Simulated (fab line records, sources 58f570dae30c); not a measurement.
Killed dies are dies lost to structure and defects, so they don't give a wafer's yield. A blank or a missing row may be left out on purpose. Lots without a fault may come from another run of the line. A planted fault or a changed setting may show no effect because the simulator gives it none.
Which tool did it? | flow berkeley_cmos170 | 14 lots, 42 wafers sampled, at 4 steps of a route of 331

WHAT THE GAUGES READ, wafer by wafer
UCB170_ACTIVE_OVL_MEAS_14. Usual: ACTIVE_OVL -1 nm, standard deviation 5.5.
lot  | measured    | on         | ACTIVE_OVL (nm) | flag
L184 | day 4 22:00 | overlay-02 | -3 -11 -6       |
L183 | day 4 22:16 | overlay-01 | 1 2 -3          |
L185 | day 5 10:53 | overlay-01 | 1 3 1           |
L187 | day 5 11:05 | overlay-02 | -10 -9 -9       |
L188 | day 5 19:39 | overlay-01 | 3 1 4           |
L189 | day 5 19:56 | overlay-02 | 0 -11 -7        |
L190 | day 6 02:51 | overlay-02 | -11 -5 -6       |
L192 | day 6 14:05 | overlay-02 | -11 3 0         |
L191 | day 6 14:14 | overlay-01 | -3 -4 -1        |
L195 | day 7 12:02 | overlay-02 | 1 -6 4          |
L200 | day 8 00:28 | overlay-02 | 4 -2 -2         |
L197 | day 8 00:53 | overlay-02 | 3 2 7           |
L204 | day 9 11:20 | overlay-01 | 3 1 4           |
L205 | day 9 11:29 | overlay-01 | 2 4 2           |

UCB170_PVT_OVL_MEAS_06. Usual: PVT_OVL -4 nm, standard deviation 4.9.
lot  | measured     | on         | PVT_OVL (nm) | flag
L184 | day 6 11:48  | overlay-02 | -9 -13 -10   |
L183 | day 6 11:47  | overlay-01 | 0 -3 -4      |
L185 | day 6 21:47  | overlay-01 | -2 3 -4      |
L187 | day 6 21:30  | overlay-02 | 4 0 -4       |
L188 | day 7 07:37  | overlay-01 | -4 -4 -7     |
L189 | day 7 07:53  | overlay-02 | -1 -4 -2     |
L190 | day 7 17:28  | overlay-02 | -3 -4 -8     |
L192 | day 8 09:13  | overlay-02 | 3 -4 -5      |
L191 | day 8 09:03  | overlay-02 | -6 -1 1      |
L195 | day 9 00:11  | overlay-01 | -7 -7 -8     |
L200 | day 9 13:47  | overlay-01 | -3 -5 -6     |
L197 | day 9 13:31  | overlay-01 | 3 -7 -8      |
L204 | day 10 22:28 | overlay-02 | -5 -10 -4    |
L205 | day 10 22:44 | overlay-01 | -16 -9 -13   |

UCB170_GATE_THK_MEAS_02. Usual: GATE_OXIDE_THK 6.66 nm, standard deviation 0.095.
lot  | measured     | on            | GATE_OXIDE_THK (nm) | flag
L184 | day 6 16:07  | film_metro-03 | 6.75 6.59 6.56      |
L183 | day 6 16:13  | film_metro-01 | 6.62 6.57 6.60      |
L185 | day 7 04:55  | film_metro-04 | 6.72 6.73 6.68      |
L187 | day 7 04:55  | film_metro-03 | 6.85 6.79 6.68      |
L188 | day 7 13:27  | film_metro-04 | 6.63 6.76 6.69      |
L189 | day 7 13:28  | film_metro-01 | 6.64 6.73 6.69      |
L190 | day 8 02:10  | film_metro-03 | 6.52 6.50 6.36      |
L192 | day 8 14:13  | film_metro-03 | 6.50 6.48 6.62      |
L191 | day 8 14:12  | film_metro-01 | 6.81 6.67 6.68      |
L195 | day 9 04:29  | film_metro-01 | 6.60 6.64 6.60      |
L200 | day 9 20:05  | film_metro-04 | 6.61 6.51 6.57      |
L197 | day 9 20:07  | film_metro-01 | 6.76 6.76 6.62      |
L204 | day 11 03:58 | film_metro-03 | 9.07 9.02 9.15      | OFF
L205 | day 11 03:58 | film_metro-01 | 8.93 8.94 8.77      | OFF

WHICH TOOL RAN EACH LOT (tool, then ch and the chambers of the sampled wafers, then the start)
lot  | UCB170_GATE_OXIDATION_01
L184 | furnace-01 ch 0, day 6 14:36
L183 | furnace-01 ch 0, day 6 14:36
L185 | furnace-04 ch 0, day 7 03:23
L187 | furnace-04 ch 0, day 7 03:23
L188 | furnace-02 ch 0, day 7 11:57
L189 | furnace-02 ch 0, day 7 11:57
L190 | furnace-02 ch 0, day 8 00:38
L192 | furnace-04 ch 0, day 8 12:41
L191 | furnace-04 ch 0, day 8 12:41
L195 | furnace-02 ch 0, day 9 02:59
L200 | furnace-01 ch 0, day 9 18:35
L197 | furnace-01 ch 0, day 9 18:35
L204 | furnace-01 ch 0, day 11 02:28
L205 | furnace-01 ch 0, day 11 02:28
- UCB170_GATE_OXIDATION_01: target thk 6.6 nm, ox time 1800 s.

WHAT THE TOOLS THEMSELVES READ (means of the sampled wafers that have a number; where no wafer has one, the mark that the record gives instead)
The record holds no such reading with a usual standard deviation.

THE ANSWER, worked out from the rows above alone
Rule: a lot is off if the mean of its wafers that have a number lies more than 3 standard deviations from the usual mean. A lot without any number at a reading at which 4 lots or more have one is off too. The other lots that the step has rows for count as sound. The gauges are gone through in route order, then the tools' own readings, and for those a lot's mean is taken as printed above. The first step at which some lot is off is used, and at that step the reading that is off furthest; a lot without a number counts as furthest.
Off: L204, L205, at UCB170_GATE_THK_MEAS_02 (GATE_OXIDE_THK).
A tool fits if, at a process step before that reading, it ran every lot that is off, and no sound lot after the first of them. The gauges at UCB170_GATE_THK_MEAS_02 are tried like those tools. One fits: furnace-01 at UCB170_GATE_OXIDATION_01. Its last sound lot is L197 (day 9 18:35), its first lot that is off L204 (day 11 02:28): a fault that began between those two fits.

WHAT THE SIMULATOR HAD PUT IN
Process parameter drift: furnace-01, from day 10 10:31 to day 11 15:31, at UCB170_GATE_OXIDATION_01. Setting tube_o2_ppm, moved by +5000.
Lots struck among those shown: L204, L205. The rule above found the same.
